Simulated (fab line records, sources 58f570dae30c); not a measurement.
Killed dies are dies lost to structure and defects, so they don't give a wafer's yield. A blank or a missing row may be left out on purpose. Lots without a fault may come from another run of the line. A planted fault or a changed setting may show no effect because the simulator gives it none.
One fault seen from 2 desks | flow berkeley_cmos170 | each desk has only its own numbers; what lay behind them comes last

THE TOOL OWNER'S DESK: rie_diel-02
The tool's own readings at UCB170_M3_ETCH_17 (etches BARC in N2/H2): means of the sampled wafers that have a number, for each lot that ran on this tool. A lot is out of limits, marked OUT, if its mean lies more than 4 standard deviations from the usual mean; the brackets give that distance.
Columns: A = drypump_motor_current_A at UCB170_M3_ETCH_17, usual 5.9 A; B = oes_product_au at UCB170_M3_ETCH_17, usual 0.998 a.u.; C = throttle_valve_pct at UCB170_M3_ETCH_17, usual 13.43 %
lot  | first seen here | A   | B               | C
L448 | day 8 20:40     | 5.8 | 0.983           | 13.45
L451 | day 9 17:07     | 6.0 | 0.793 (-11) OUT | 13.34
L452 | day 10 05:19    | 5.8 | 0.804 (-11) OUT | 13.23
L454 | day 10 13:43    | 5.6 | 0.803 (-11) OUT | 13.32
This desk's finding: out of limits on L451, L452, L454; first on L451, day 9 17:07 (oes_product_au at UCB170_M3_ETCH_17). In limits: L448.

THE METROLOGY DESK
What the gauges read, lot by lot, whatever tool the lot ran on: means of the sampled wafers that have a number. A lot is out of limits, marked OUT, if its mean lies more than 4 standard deviations from the usual mean; the brackets give that distance.
Columns: A = V2_BOW at UCB170_V2_BOW_MEAS_03, usual 37 um
lot  | first seen here | A
L445 | day 7 21:35     | 33
L443 | day 7 21:47     | 44
L444 | day 7 22:18     | 37
L442 | day 7 22:30     | 32
L447 | day 8 16:07     | 34
L448 | day 8 16:15     | 37
L451 | day 9 12:23     | 41
L452 | day 9 23:49     | 38
L454 | day 10 09:52    | 44
L456 | day 10 10:14    | 33
L458 | day 11 06:53    | 39
L459 | day 11 07:28    | 39
L460 | day 11 12:14    | 30
L462 | day 12 05:15    | 39
L464 | day 12 06:13    | 31
This desk's finding: nothing out of limits on any of the 15 lots.

PUT TOGETHER
The tool owner's desk could have raised an alarm at day 9 17:07, on L451, L452, L454.
The metrology desk saw nothing out of limits.
The metrology desk has L451, L452, L454 on record, within its limits.
Of the lots named, all ran UCB170_M3_ETCH_17 on rie_diel-02.

WHAT THE SIMULATOR HAD PUT IN
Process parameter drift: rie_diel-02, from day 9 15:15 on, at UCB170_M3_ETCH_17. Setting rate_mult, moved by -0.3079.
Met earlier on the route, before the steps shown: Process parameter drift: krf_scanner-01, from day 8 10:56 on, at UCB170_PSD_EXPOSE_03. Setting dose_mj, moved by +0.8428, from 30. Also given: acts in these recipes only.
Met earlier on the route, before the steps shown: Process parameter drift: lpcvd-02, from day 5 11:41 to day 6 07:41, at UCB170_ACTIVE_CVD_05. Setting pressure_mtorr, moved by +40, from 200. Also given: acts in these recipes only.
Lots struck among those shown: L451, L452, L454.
Hours from the fault's start to each desk's first reading out of limits: the tool owner's desk, 2.
